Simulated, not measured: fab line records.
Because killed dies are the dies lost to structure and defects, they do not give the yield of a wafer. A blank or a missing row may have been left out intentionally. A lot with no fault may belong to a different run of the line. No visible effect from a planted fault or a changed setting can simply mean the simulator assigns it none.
Check of tool commonality | flow ritCmos | 14 lots and 42 wafers in the sample

## WHY IT WAS OPENED
RIT_GATE_THK_MEAS_07, reading GATE_OXIDE_THK: flagged on 2 of 14 lots. No-fault wafers: 3.03 nm, standard deviation 0.06.
Rule: a lot gets a flag if all its wafers with a number sit over 4 standard deviations from that mean, or if no wafer of it has a number. As for the other lots, they are considered sound.

lot  | measured    | on           | GATE_OXIDE_THK (nm), wafer by wafer | flag
L199 | day 2 13:13 | filmMetro-02 | 3.10 2.96 3.08                      | 
L200 | day 2 19:29 | filmMetro-02 | 3.01 2.97 3.08                      | 
L201 | day 3 03:01 | filmMetro-01 | 3.05 3.07 3.06                      | 
L202 | day 3 05:46 | filmMetro-03 | 3.08 3.02 3.10                      | 
L203 | day 3 07:07 | filmMetro-03 | 3.13 3.01 3.03                      | 
L204 | day 3 16:04 | filmMetro-01 | 3.07 3.06 3.04                      | 
L209 | day 4 18:07 | filmMetro-01 | 2.99 3.03 2.99                      | 
L210 | day 4 19:09 | filmMetro-03 | 2.40 2.42 2.52                      | FLAGGED
L213 | day 5 11:55 | filmMetro-01 | 2.46 2.45 2.45                      | FLAGGED
L215 | day 5 22:36 | filmMetro-01 | 3.08 3.05 3.06                      | 
L216 | day 6 02:43 | filmMetro-02 | 3.08 3.12 3.14                      | 
L217 | day 6 05:52 | filmMetro-01 | 3.05 3.06 3.03                      | 
L218 | day 6 10:18 | filmMetro-02 | 3.05 3.13 3.13                      | 
L221 | day 7 01:01 | filmMetro-03 | 3.08 3.14 3.06                      | 
Average over the flagged lots: 2.45 nm; offset from the usual -0.58 nm, equal to -10 standard deviations.

## EACH LOT AND THE TOOL IT RAN ON
The record holds 1 process step before the reading, out of a route of 202 steps. In each cell: the tool, then ch and the chambers that the sampled wafers went through, then the start.
lot  | flag    | RIT_GATE_OXIDATION_05
L199 |         | furnace-04 ch 0, day 2 10:44
L200 |         | furnace-04 ch 0, day 2 16:08
L201 |         | furnace-03 ch 0, day 3 01:26
L202 |         | furnace-03 ch 0, day 3 04:26
L203 |         | furnace-03 ch 0, day 3 05:46
L204 |         | furnace-03 ch 0, day 3 13:29
L209 |         | furnace-03 ch 0, day 4 16:47
L210 | FLAGGED | furnace-04 ch 0, day 4 17:50
L213 | FLAGGED | furnace-04 ch 0, day 5 10:34
L215 |         | furnace-03 ch 0, day 5 21:16
L216 |         | furnace-01 ch 0, day 6 00:31
L217 |         | furnace-01 ch 0, day 6 04:32
L218 |         | furnace-01 ch 0, day 6 08:55
L221 |         | furnace-03 ch 0, day 6 22:22
What is done by these steps:
- RIT_GATE_OXIDATION_05: target thk 3 nm, ox time 270 s.
- RIT_GATE_THK_MEAS_07

## FLAGGED AGAINST TOTAL, ONE TOOL AT A TIME (gauges that did the reading follow at the end)
step                  | tool         | lots run | flagged | share of the flagged lots | sound lots run after its first flagged lot
RIT_GATE_OXIDATION_05 | furnace-01   | 3        | 0       | none                      | -
RIT_GATE_OXIDATION_05 | furnace-03   | 7        | 0       | none                      | -
RIT_GATE_OXIDATION_05 | furnace-04   | 4        | 2       | all                       | 0
RIT_GATE_THK_MEAS_07  | filmMetro-01 | 6        | 1       | some                      | 2 (L215,L217)
RIT_GATE_THK_MEAS_07  | filmMetro-02 | 4        | 0       | none                      | -
RIT_GATE_THK_MEAS_07  | filmMetro-03 | 4        | 1       | some                      | 1 (L221)

## WHAT IS ALLOWED BY THE TABLE
In the table, 1 row covers all flagged lots: furnace-04 at RIT_GATE_OXIDATION_05.
- furnace-04 at RIT_GATE_OXIDATION_05 ran 4 lots, 2 of them flagged. Its last sound lot is L200 (day 2 16:08), its first flagged lot L210 (day 4 17:50): a fault that began between those two fits. Its own readings (spikeTcCentreC, spikeTcLoadC, spikeTcSourceC) fall more than 4 standard deviations out on all wafers of the flagged lots.
What remains is a single tool, furnace-04 at RIT_GATE_OXIDATION_05.

## WHAT THE SIMULATOR HAD PUT IN
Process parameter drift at RIT_GATE_OXIDATION_05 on furnace-04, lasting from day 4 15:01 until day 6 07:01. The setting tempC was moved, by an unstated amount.
Shown lots that were struck: L210, L213. The rule above found the same.
